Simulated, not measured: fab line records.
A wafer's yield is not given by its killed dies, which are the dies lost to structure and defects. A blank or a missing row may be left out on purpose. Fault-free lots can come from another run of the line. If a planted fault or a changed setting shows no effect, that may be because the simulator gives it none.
A lot that was struck, set against a sound lot ; flow berkeley-cmos170 ; 44 out of 331 route steps
Sound: wafers L479.3, L479.4, L479.5. The struck wafers were L477.1, L477.3, L477.4. At the end, the cause is stated.
Order at every step that has rows: each side's tool, ch and its chambers, its first start. Under that, the readings that differ: sound wafers ; struck wafers ; difference of the means ; sigmas: that difference in standard deviations of wafers without a fault.
alike: readings whose means differ by less than 2 such deviations, and words and numbers that are the same on both sides. not compared: withheld readings, readings that some wafer has no value for, bounds like >300 that may hide the same value, and numbers for which the record gives no deviation and whose values overlap.
A row with sigmas, a row that says differs or no value, or rows on one side alone: a step with any of these is where the two part. Non-overlapping numbers with no deviation appear without sigmas and do not part them. A reading missing from all wafers of one side parts the sides only when that side holds two or more wafers.

UCB170_GATE_ETCH_15: etches poly-Si in HBr/Cl2, stops on SiO2, time 56.3 s, target depth 278.2 nm.
  sound on rie-si-02 ch 0,1,3, day 9 15:18; struck on rie-si-01 ch 0,2,3, day 9 15:25
  alike: drypump-motor-current-A, mfc-cl2-sccm, oes-product-au, throttle-valve-pct
  not compared: rf-hours-counter-h
UCB170_GATE_STRIP_16: strips in O2.
  sound on plasma-asher-01 ch 0,1, day 9 15:23; struck on plasma-asher-03 ch 0,1, day 9 15:28
  alike: drypump-motor-current-A, o2-flow-sccm, oes-product-au
  not compared: rf-hours-counter-h
UCB170_GATE_CD_MEAS_90: the cd target is 350 nm.
  sound on cd-sem-01, day 9 15:30; struck on cd-sem-02, day 9 15:34
  alike: cd-nm
then, 7 steps without rows for these wafers: UCB170_GATE_CLEAN_17 (cleans in SPM, time 600 s); UCB170_PLDD_HMDS_00 (prime time 60 s); UCB170_PLDD_COAT_01 (resist thk 900 nm); UCB170_PLDD_SOFTBAKE_02 (time 60 s); UCB170_PLDD_EXPOSE_03 (exposes mask PSELECT, target cd 1200 nm); UCB170_PLDD_PEB_04; UCB170_PLDD_DEVELOP_05 (develop time 45 s).
UCB170_PLDD_CD_MEAS_06: the cd target is 1200 nm.
  sound on cd-sem-01, day 9 16:55; struck on cd-sem-02, day 9 17:07
  alike: cd-nm
UCB170_PLDD_OVL_MEAS_07:
  sound on overlay-02, day 9 17:01; struck on overlay-02, day 9 17:14
  alike: PLDD_OVL
UCB170_PLDD_IMPLANT_08:
  sound on implanter-04 ch 0, day 9 17:05; struck on implanter-03 ch 0, day 9 17:17
reading;sound;struck;difference;sigmas
dose-ions-cm2;5.003e+13 5e+13 4.999e+13;5.784e+13 5.794e+13 5.803e+13;+7.930e+12;+99 or more
faraday-current-uA;155 147 152;180 185 181;+31;+7
then, 2 steps without rows for these wafers: UCB170_PLDD_IMPLANT_09; UCB170_PLDD_STRIP_10 (strips in O2).
UCB170_PLDD_TW_MEAS_11:
  sound on film-metro-02, day 9 17:28; struck on film-metro-01, day 9 17:41
reading;sound;struck;difference;sigmas
PLDD_TW;1004 999 1001;1020 1022 1025;+21;+4
then, 7 steps without rows for these wafers: UCB170_PLDD_CLEAN_12 (cleans in SPM, time 600 s); UCB170_NLDD_HMDS_00 (prime time 60 s); UCB170_NLDD_COAT_01 (resist thk 900 nm); UCB170_NLDD_SOFTBAKE_02 (time 60 s); UCB170_NLDD_EXPOSE_03 (exposes mask NSELECT, target cd 1200 nm); UCB170_NLDD_PEB_04; UCB170_NLDD_DEVELOP_05 (develop time 45 s).
UCB170_NLDD_CD_MEAS_06: the cd target is 1200 nm.
  sound on cd-sem-02, day 9 18:41; struck on cd-sem-02, day 9 18:50
  alike: cd-nm
UCB170_NLDD_OVL_MEAS_07:
  sound on overlay-02, day 9 18:46; struck on overlay-01, day 9 18:58
  alike: NLDD_OVL
then, 2 steps without rows for these wafers: UCB170_NLDD_IMPLANT_08; UCB170_NLDD_IMPLANT_09.
UCB170_NLDD_STRIP_10: strips in O2.
  sound on plasma-asher-04 ch 0,1, day 9 19:13; struck on plasma-asher-03 ch 0,1, day 9 19:29
  alike: drypump-motor-current-A, o2-flow-sccm, oes-product-au, strip-time-to-endpoint-s
  not compared: rf-hours-counter-h
UCB170_NLDD_TW_MEAS_11:
  sound on film-metro-01, day 9 19:18; struck on film-metro-01, day 9 19:35
  alike: NLDD_TW
then, 1 step without rows for these wafers: UCB170_NLDD_CLEAN_12 (cleans in SPM, time 600 s).
UCB170_SPACER_CVD_00: deposits SiO2 from TEOS/O2, target thk 376 nm, time 47 s.
  sound on pecvd-03 ch 0,1, day 9 19:38; struck on pecvd-02 ch 0,2, day 9 19:49
  alike: heater-power-w
UCB170_SPACER_THK_MEAS_01:
  sound on film-metro-04, day 9 19:41; struck on film-metro-04, day 9 19:53
  alike: SPACER_TEOS_THK
then, 1 step without rows for these wafers: UCB170_SPACER_ANNEAL_02 (time 1800 s).
UCB170_SPACER_ETCHBACK_03: etches SiO2 in CHF3/CF4/Ar, stops on Si, target depth 376 nm, time 100 s.
  sound on rie-diel-04 ch 1,3, day 10 02:08; struck on rie-diel-02 ch 0,1,2, day 10 02:12
  alike: drypump-motor-current-A, oes-product-au, throttle-valve-pct
  not compared: rf-hours-counter-h
then, 6 steps without rows for these wafers: UCB170_PSD_HMDS_00 (prime time 60 s); UCB170_PSD_COAT_01 (resist thk 900 nm); UCB170_PSD_SOFTBAKE_02 (time 60 s); UCB170_PSD_EXPOSE_03 (exposes mask PSELECT MOD, target cd 1200 nm); UCB170_PSD_PEB_04; UCB170_PSD_DEVELOP_05 (develop time 45 s).
UCB170_PSD_CD_MEAS_06: the cd target is 1200 nm.
  sound on cd-sem-02, day 10 03:59; struck on cd-sem-02, day 10 04:33
  alike: cd-nm
UCB170_PSD_OVL_MEAS_07:
  sound on overlay-01, day 10 04:05; struck on overlay-01, day 10 04:40
  alike: PSD_OVL
UCB170_SDANNEAL_RS_MEAS_04: the measuring method here is four-point-probe.
  sound on film-metro-03, day 10 08:57; struck on film-metro-01, day 10 09:14
reading;sound;struck;difference;sigmas
PLDD_RS (ohm/sq);1029 1033 1033;969 971 970;-62;-20
UCB170_M3_PROBE_99:
  sound on prober-02, day 11 07:37; struck on prober-02, day 11 08:24
reading;sound;struck;difference;sigmas
model.etest.pldd.line-ohm-um;1818 1893 1851;1715 1716 1725;-135;
model.etest.pldd.rs-ohm-sq;1096 1124 1121;1052 1029 1045;-72;

== WHERE THEY PART ==
Earliest at UCB170_PLDD_IMPLANT_08; latest, in this record, at UCB170_SDANNEAL_RS_MEAS_04.

WHY: whatever the simulator had introduced
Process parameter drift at UCB170_PLDD_IMPLANT_08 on implanter-03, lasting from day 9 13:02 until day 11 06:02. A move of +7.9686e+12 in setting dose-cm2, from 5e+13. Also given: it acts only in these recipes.
